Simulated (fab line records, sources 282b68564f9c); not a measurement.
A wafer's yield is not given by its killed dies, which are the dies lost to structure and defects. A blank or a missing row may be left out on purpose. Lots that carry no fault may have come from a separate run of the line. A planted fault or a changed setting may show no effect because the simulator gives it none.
fab line records	flow rit_cmos
record: lots: 6	wafers: 18	last_day: 7
route steps=202 shown PSD@150 SDANNEAL@153 NSD@158 PLDD@159 NLDD@160 SILICIDE@161 M1@202
lots that met no fault: from a run of the same line without faults
start_h: hours from the record's first day to the start of the lot's first wafer shown	wait_h: hours since the lot's step before	" repeats the value in the row above	L1.1+2: a single row standing in for several wafers	- no value present, or no start provided	* or withheld: withheld	< > ~ a bound
route shown NAME@n: names a module that has steps shown in the file, with the first one's number in the route	usual: the fault-free wafers' mean and standard deviation	same: alike in all rows	chamber/n: place in a boat	sites: each site's reading	_std_site: the values' standard deviation	_edge_site: outer sites' mean less inner sites'	radius_mm: for every site, how far away it sits from the centre of the wafer	mask NAME#n: copy n	behind: the last tool/chamber to shape the wafer	hold: why the lot was held/for how many hours/how that ended	device: names the non-switching transistor (n, p or np)	end of line: at the end of the route, the tests of the same wafers	a step given without rows: its recipe and nothing more	killed: at the first sort, the dies lost to defects and structure; wafer yield is something else	map: shows each die of a wafer: x if killed, . if not, _ if none is there
set.NAME: the setting that was run; set.NAME@STEP: the one run at that earlier step	model.NAME: the simulator's own value behind a step, which no gauge read
certain route steps with their lots: each step a table, each wafer a row
services: the hour from which a tool's chamber was out of use, counted from the record's first day as start_h (under 0 if before that day), plus the number of hours and why
== steps ==
step: RIT_PSD_IMPLANT_08
recipe: species: BF2	energy_kev: 27	dose_cm2: 5e+15	tilt_deg: 7
step: RIT_PSD_STRIP_09
recipe: chemistry: O2	time_s: 180	resist: NOVOLAK	platen_temp_c: withheld	power_w: 500	pressure_mtorr: 4000	o2_flow_sccm: 4000
usual: drypump_motor_current_A: 6.0/0.55	rf_refl_power_W: 6.3/1.4
same: time_s: 180
lot.wafer	tool	chamber	start_h	wait_h	drypump_motor_current_A	rf_hours_counter_h	rf_refl_power_W
L685.1	plasma_asher-01	1	93.55	0.1	6.3	44	4.7
L685.2	"	0	"	"	5.3	44	7.4
L685.6	"	0	"	"	5.3	-	7.4
L686.1	plasma_asher-03	0	97.25	0.1	6.7	47	5.3
L686.2	"	1	"	"	5.5	47	6.1
L686.6	"	1	"	"	5.5	-	6.1
L688.2	plasma_asher-01	1	106.90	0.1	6.3	45	4.9
L688.3	"	0	"	"	5.3	-	7.5
L688.6	"	1	"	"	6.3	-	4.9
L689.2	plasma_asher-04	0	110.55	0.1	6.4	34	9.1
L689.3	"	1	"	"	6.6	-	6.4
L689.4	"	0	"	"	6.4	-	9.3
L692.3	plasma_asher-01	0	124.44	0.1	5.3	-	7.4
L692.5	"	0	"	"	5.3	-	7.4
L692.6	"	1	"	"	6.3	-	4.9
L699.1	plasma_asher-01	0	161.80	0.1	5.3	51	7.5
L699.2	"	1	"	"	6.3	51	4.9
L699.6	"	1	"	"	6.3	-	5.0
step: RIT_PSD_TW_MEAS_10
usual: PSD_TW: 3401/34
lot.wafer	tool	chamber	start_h	wait_h	PSD_TW
L685.1	film_metro-02	-	93.72	0.1	3354
L685.2	"	-	"	"	3347
L685.6	"	-	"	"	3345
L686.1	film_metro-04	-	97.43	0.1	3388
L686.2	"	-	"	"	3395
L686.6	"	-	"	"	3392
L688.2	film_metro-03	-	107.09	0.1	3452
L688.3	"	-	"	"	3442
L688.6	"	-	"	"	3424
L689.2	film_metro-04	-	110.73	0.1	3387
L689.3	"	-	"	"	3374
L689.4	"	-	"	"	3384
L692.3	film_metro-03	-	124.58	0.1	3419
L692.5	"	-	"	"	3435
L692.6	"	-	"	"	3452
L699.1	film_metro-02	-	161.98	0.1	3339
L699.2	"	-	"	"	3355
L699.6	"	-	"	"	3347
step: RIT_SDANNEAL_CLEAN_00
recipe: chemistry: SC1	mix: 3:3:50	time_s: 600	temp_c: 75
step: RIT_SDANNEAL_CLEAN_01
recipe: chemistry: dHF	dilution: 50:1	time_s: 30
step: RIT_SDANNEAL_CLEAN_02
recipe: chemistry: SC2	mix: 3:3:50	time_s: 600	temp_c: 75	dry: n2_spin
step: RIT_SDANNEAL_RTA_03
recipe: temp_c: 1050	time_s: 5	idle_temp_c: 600	ramp_up_c_per_s: 342	ramp_down_c_per_s: 171	cool_to_c: 600	ambient: N2
usual: ramp_down_c_per_s: 171.00/0.033	wafer_temp_C_max: 1053.5/1.1
same: time_s: 5
lot.wafer	tool	chamber	start_h	wait_h	ramp_down_c_per_s	wafer_temp_C_max
L685.1	rtp_anneal-01	0	94.15	0.0	170.97	1053.4
L685.2	"	0	"	"	171.02	1052.9
L685.6	"	0	"	"	171.00	1052.4
L686.1	rtp_anneal-02	0	97.85	0.0	171.03	1054.6
L686.2	"	0	"	"	170.96	1053.3
L686.6	"	0	"	"	171.03	1052.3
L688.2	rtp_anneal-02	0	107.54	0.0	170.96	1052.9
L688.3	"	0	"	"	171.00	1052.8
L688.6	"	0	"	"	171.03	1054.0
L689.2	rtp_anneal-01	0	111.19	0.0	171.01	1053.7
L689.3	"	0	"	"	170.97	1052.7
L689.4	"	0	"	"	171.08	1053.7
L692.3	rtp_anneal-02	0	125.01	0.0	170.97	1054.2
L692.5	"	0	"	"	171.01	1055.0
L692.6	"	0	"	"	171.03	1054.3
L699.1	rtp_anneal-01	0	162.40	0.0	171.05	1052.4
L699.2	"	0	"	"	171.08	1053.6
L699.6	"	0	"	"	171.05	1053.0
step: RIT_SDANNEAL_RS_MEAS_04
recipe: thk_meas_gauge: four-point-probe
usual: PSD_RS: 115.98/0.27
lot.wafer	tool	chamber	start_h	wait_h	PSD_RS[ohm/sq]
L685.1	film_metro-04	-	94.21	0.0	116.25
L685.2	"	-	"	"	116.57
L685.6	"	-	"	"	116.30
L686.1	film_metro-03	-	97.91	0.0	116.17
L686.2	"	-	"	"	115.85
L686.6	"	-	"	"	115.62
L688.2	film_metro-03	-	107.61	0.1	115.76
L688.3	"	-	"	"	116.31
L688.6	"	-	"	"	115.97
L689.2	film_metro-03	-	111.30	0.1	115.80
L689.3	"	-	"	"	116.37
L689.4	"	-	"	"	116.41
L692.3	film_metro-03	-	125.09	0.1	116.64
L692.5	"	-	"	"	116.74
L692.6	"	-	"	"	116.04
L699.1	film_metro-03	-	162.46	0.0	116.08
L699.2	"	-	"	"	115.84
L699.6	"	-	"	"	116.27
step: RIT_SDANNEAL_RS_MEAS_05
recipe: thk_meas_gauge: four-point-probe
usual: NSD_RS: 84.66/0.27
lot.wafer	tool	chamber	start_h	wait_h	NSD_RS[ohm/sq]
L685.1	film_metro-04	-	94.33	0.1	84.63
L685.2	"	-	"	"	84.66
L685.6	"	-	"	"	84.73
L686.1	film_metro-03	-	98.03	0.1	85.03
L686.2	"	-	"	"	84.90
L686.6	"	-	"	"	85.02
L688.2	film_metro-03	-	107.73	0.1	84.70
L688.3	"	-	"	"	84.75
L688.6	"	-	"	"	84.63
L689.2	film_metro-03	-	111.42	0.1	84.13
L689.3	"	-	"	"	84.82
L689.4	"	-	"	"	84.81
L692.3	film_metro-03	-	125.21	0.1	84.65
L692.5	"	-	"	"	84.44
L692.6	"	-	"	"	84.76
L699.1	film_metro-03	-	162.58	0.1	84.55
L699.2	"	-	"	"	84.72
L699.6	"	-	"	"	84.89
step: RIT_SDANNEAL_RS_MEAS_06
recipe: thk_meas_gauge: four-point-probe
usual: PLDD_RS: 178.8/0.44
lot.wafer	tool	chamber	start_h	wait_h	PLDD_RS[ohm/sq]
L685.1	film_metro-04	-	94.45	0.1	179.1
L685.2	"	-	"	"	179.2
L685.6	"	-	"	"	179.2
L686.1	film_metro-03	-	98.15	0.1	178.6
L686.2	"	-	"	"	178.5
L686.6	"	-	"	"	178.5
L688.2	film_metro-03	-	107.85	0.1	178.8
L688.3	"	-	"	"	179.0
L688.6	"	-	"	"	178.7
L689.2	film_metro-03	-	111.54	0.1	177.8
L689.3	"	-	"	"	178.4
L689.4	"	-	"	"	178.3
L692.3	film_metro-03	-	125.33	0.1	178.9
L692.5	"	-	"	"	179.1
L692.6	"	-	"	"	178.8
L699.1	film_metro-03	-	162.70	0.1	179.1
L699.2	"	-	"	"	179.0
L699.6	"	-	"	"	179.2
step: RIT_SDANNEAL_RS_MEAS_07
recipe: thk_meas_gauge: four-point-probe
usual: NLDD_RS: 151.9/0.6
lot.wafer	tool	chamber	start_h	wait_h	NLDD_RS[ohm/sq]
L685.1	film_metro-04	-	94.57	0.1	152.2
L685.2	"	-	"	"	152.3
L685.6	"	-	"	"	152.0
L686.1	film_metro-03	-	98.27	0.1	152.7
L686.2	"	-	"	"	152.2
L686.6	"	-	"	"	152.0
L688.2	film_metro-03	-	107.97	0.1	152.1
L688.3	"	-	"	"	152.5
L688.6	"	-	"	"	152.2
L689.2	film_metro-03	-	111.66	0.1	152.4
L689.3	"	-	"	"	152.4
L689.4	"	-	"	"	152.3
L692.3	film_metro-03	-	125.45	0.1	151.5
L692.5	"	-	"	"	151.3
L692.6	"	-	"	"	151.3
L699.1	film_metro-03	-	162.82	0.1	152.5
L699.2	"	-	"	"	152.6
L699.6	"	-	"	"	152.1
step: RIT_SILICIDE_WET_ETCH_00
recipe: chemistry: BOE	target: SiO2	target_depth_nm: 14	time_s: 15	dry: n2_spin	dilution: 10:1	temp_c: 21.5
step: RIT_SILICIDE_SPUTTER_01
recipe: material: Ti	target_thk_nm: 30	power_w: 350	chamber_pressure_pa: 0.667	gas: Ar	time_s: 240	substrate_temp_c: 25
usual: throttle_valve_pct: 30.0/0.94
same: time_s: 240
lot.wafer	tool	chamber	start_h	wait_h	throttle_valve_pct
L685.1	pvd_sputter-02	-	94.70	0.0	28.8
L685.2	"	-	"	"	30.6
L685.6	"	-	"	"	28.8
L685.1	pvd_sputter-02	-	95.02	0.2	28.8
L685.2	"	-	"	"	30.3
L685.6	"	-	"	"	28.8
L686.1	pvd_sputter-04	-	98.41	0.0	29.1
L686.2	"	-	"	"	31.1
L686.6	"	-	"	"	31.4
L688.2	pvd_sputter-04	-	108.09	0.0	30.9
L688.3	"	-	"	"	28.7
L688.6	"	-	"	"	30.1
L689.2	pvd_sputter-02	-	111.78	0.0	31.6
L689.3	"	-	"	"	30.3
L689.4	"	-	"	"	28.9
L689.2	pvd_sputter-02	-	112.09	0.2	31.1
L689.3	"	-	"	"	30.4
L689.4	"	-	"	"	28.6
L692.3	pvd_sputter-01	-	125.54	0.0	29.5
L692.5	"	-	"	"	28.7
L692.6	"	-	"	"	31.1
L699.1	pvd_sputter-02	-	162.95	0.0	30.5
L699.2	"	-	"	"	31.4
L699.6	"	-	"	"	30.2
step: RIT_SILICIDE_RS_MEAS_02
recipe: thk_meas_gauge: four-point-probe	reads: Ti_of_SILICIDE_SPUTTER_01
usual: SILICIDE_TI_RS: 48.0/0.64
lot.wafer	tool	chamber	start_h	wait_h	SILICIDE_TI_RS[ohm/sq]
L685.1	film_metro-03	-	95.17	0.1	20.7
L685.2	"	-	"	"	20.6
L685.6	"	-	"	"	20.7
L685.1	film_metro-03	-	95.57	0.4	20.8
L685.2	"	-	"	"	20.7
L685.6	"	-	"	"	20.8
L686.1	film_metro-02	-	98.56	0.1	48.2
L686.2	"	-	"	"	47.9
L686.6	"	-	"	"	48.6
L688.2	film_metro-01	-	108.26	0.1	48.3
L688.3	"	-	"	"	47.8
L688.6	"	-	"	"	48.0
L689.2	film_metro-02	-	112.26	0.1	20.3
L689.3	"	-	"	"	20.5
L689.4	"	-	"	"	20.5
L689.2	film_metro-02	-	112.55	0.3	20.4
L689.3	"	-	"	"	20.6
L689.4	"	-	"	"	20.5
L692.3	film_metro-01	-	125.73	0.1	47.1
L692.5	"	-	"	"	47.3
L692.6	"	-	"	"	47.6
L699.1	film_metro-02	-	163.10	0.1	47.1
L699.2	"	-	"	"	47.3
L699.6	"	-	"	"	48.0
step: RIT_SILICIDE_THK_MEAS_03
recipe: thk_meas_gauge: xrf	reads: Ti_of_SILICIDE_SPUTTER_01
usual: SILICIDE_TI_THK: 29.8/0.34
lot.wafer	tool	chamber	start_h	wait_h	SILICIDE_TI_THK[nm]
L685.1	film_metro-03	-	97.44	1.9	59.4
L685.2	"	-	"	"	59.3
L685.6	"	-	"	"	59.5
L685.1	film_metro-03	-	97.67	0.2	59.6
L685.2	"	-	"	"	59.4
L685.6	"	-	"	"	59.5
L686.1	film_metro-02	-	98.68	0.1	29.7
L686.2	"	-	"	"	29.7
L686.6	"	-	"	"	29.3
L688.2	film_metro-01	-	108.37	0.1	29.8
L688.3	"	-	"	"	30.2
L688.6	"	-	"	"	30.1
L689.2	film_metro-02	-	121.61	9.0	60.3
L689.3	"	-	"	"	59.7
L689.4	"	-	"	"	59.7
L689.2	film_metro-02	-	121.84	0.2	60.2
L689.3	"	-	"	"	59.6
L689.4	"	-	"	"	59.8
L692.3	film_metro-01	-	125.83	0.1	30.2
L692.5	"	-	"	"	30.2
L692.6	"	-	"	"	30.1
L699.1	film_metro-02	-	163.22	0.1	30.3
L699.2	"	-	"	"	30.3
L699.6	"	-	"	"	29.9
step: RIT_M1_PROBE_99
usual: defect_limited_yield: 97.5/1.2	killed_at_contacts: 0.1/0.24	killed_at_front_end: 7/3.1	killed_dies: 7/3.1	killed_on_rim: 1.8/1.4	killed_open: 3.3/2	killed_short: 3.4/2.1	sort_bin_3_pad_short: 0.1/0.21	sort_bin_5_function: 1.4/0.79	sort_bin_6_memory: 1.0/0.65	sort_n_pass: 257/3.1	sort_yield_pct: 97.5/1.2
same: gross_dies: 264	killed_at_M0_to_M3: 0	killed_at_M4_up: 0	killed_at_back_side: 0	killed_at_other: 0
lot.wafer	tool	chamber	start_h	wait_h	defect_limited_yield[%]	killed_at_contacts	killed_at_front_end	killed_dies	killed_on_rim	killed_open	killed_short	sort_bin_3_pad_short[%]	sort_bin_5_function[%]	sort_bin_6_memory[%]	sort_n_pass	sort_yield_pct[%]
L686.1	prober-01	-	105.47	0.1	96.2	0	10	10	5	6	4	0.4	1.1	2.3	254	96.2
L686.2	prober-01	-	105.52	0.1	96.2	0	10	10	1	5	5	0	2.7	1.1	254	96.2
L686.6	prober-01	-	105.72	0.2	96.6	1	8	9	4	4	5	0	2.3	1.1	255	96.6
L688.2	prober-01	-	115.47	0.1	98.9	0	3	3	0	3	0	0	0.4	0.8	261	98.9
L688.3	prober-01	-	115.52	0.2	97.7	1	5	6	1	4	2	0	1.5	0.8	258	97.7
L688.6	prober-01	-	115.67	0.2	96.2	0	10	10	4	6	4	0	2.7	1.1	254	96.2
L692.3	prober-01	-	132.74	0.2	97.0	0	8	8	2	3	5	0	1.9	1.1	256	97.0
L692.5	prober-01	-	132.84	0.2	97.0	0	8	8	5	6	2	0	1.5	1.5	256	97.0
L692.6	prober-01	-	132.89	0.2	96.6	0	9	9	5	6	3	0	1.5	1.9	255	96.6
L699.1	prober-02	-	170.38	0.1	98.1	0	5	5	0	0	5	0.4	0.8	0.8	259	98.1
L699.2	prober-02	-	170.43	0.1	99.6	0	1	1	0	0	1	0	0	0.4	263	99.6
L699.6	prober-02	-	170.63	0.2	97.0	0	8	8	2	4	4	0	1.9	1.1	256	97.0
killed by level:class
L686.1 GATE:geometric_particle:open=3 SILICIDE:geometric_particle:open=3 FOX1:geometric_particle:short=2 GATE:geometric_particle:short=1 SILICIDE:geometric_particle:short=1
L686.2 GATE:geometric_particle:open=2 REOX:geometric_particle:short=2 FOX1:geometric_particle:open=1 FOX1:geometric_particle:short=1 FOX2:geometric_particle:open=1 GATE:geometric_particle:short=1 REOX:geometric_particle:open=1 SILICIDE:geometric_particle:short=1
L686.6 GATE:geometric_particle:short=3 GATE:geometric_particle:open=2 FOX1:geometric_particle:open=1 SILICIDE:geometric_particle:open=1 SILICIDE:geometric_particle:short=1 CONTACT:geometric_particle:short=1
L688.2 REOX:geometric_particle:open=2 GATE:geometric_particle:open=1
L688.3 REOX:geometric_particle:open=2 FOX1:geometric_particle:open=1 GATE:geometric_particle:open=1 GATE:geometric_particle:short=1 CONTACT:geometric_particle:short=1
L688.6 REOX:geometric_particle:open=3 FOX1:geometric_particle:open=2 GATE:geometric_particle:short=2 FOX1:geometric_particle:short=1 GATE:geometric_particle:open=1 REOX:geometric_particle:short=1
L692.3 GATE:geometric_particle:short=3 REOX:geometric_particle:short=2 FOX1:geometric_particle:open=1 GATE:geometric_particle:open=1 SILICIDE:geometric_particle:open=1
L692.5 GATE:geometric_particle:open=4 GATE:geometric_particle:short=2 REOX:geometric_particle:open=2
L692.6 GATE:geometric_particle:open=4 GATE:geometric_particle:short=2 FOX2:geometric_particle:short=1 REOX:geometric_particle:open=1 SPACER:geometric_particle:open=1
L699.1 GATE:geometric_particle:short=2 FOX1:geometric_particle:short=1 FOX2:geometric_particle:short=1 SILICIDE:geometric_particle:short=1
L699.2 SPACER:geometric_particle:short=1
L699.6 GATE:geometric_particle:short=3 GATE:geometric_particle:open=2 SPACER:geometric_particle:open=1 SPACER:geometric_particle:short=1 SILICIDE:geometric_particle:open=1
== services ==
tool	chamber	start_h	hours	kind
pvd_sputter-04	-	81.90	1.2	repair
plasma_asher-04	-	87.09	2.8	pm
pvd_sputter-04	-	92.86	1.8	repair
plasma_asher-04	-	114.73	0.3	repair
plasma_asher-04	-	115.27	2.3	repair
plasma_asher-03	-	117.44	8.2	repair
pvd_sputter-04	-	122.62	1.2	repair
rtp_anneal-02	-	131.24	2.6	pm
plasma_asher-01	-	145.50	6.2	pm
== key ==
first_sign: step: RIT_SILICIDE_SPUTTER_01	reading: visit	direction: added
effect: step: RIT_SILICIDE_RS_MEAS_02	reading: visit	direction: added
effect: step: RIT_SILICIDE_RS_MEAS_02	reading: SILICIDE_TI_RS	direction: down	sigmas: 43	usual: 48.0	struck: 20.6
effect: step: RIT_SILICIDE_THK_MEAS_03	reading: visit	direction: added
effect: step: RIT_SILICIDE_THK_MEAS_03	reading: SILICIDE_TI_THK	direction: up	sigmas: 89	usual: 29.8	struck: 59.6
met_at RIT_SILICIDE_SPUTTER_01
struck_wafers L685.1,L685.2,L685.6,L689.2,L689.3,L689.4
scrapped_behind RIT_SILICIDE_THK_MEAS_03 L685.1,L685.2,L685.6,L689.2,L689.3,L689.4
fault: kind: repeated_step_whole	tool: pvd_sputter-01,pvd_sputter-02,pvd_sputter-04	chamber: -	onset_h: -	steps: RIT_SILICIDE_SPUTTER_01	times: 1	scope: struck_lots_only
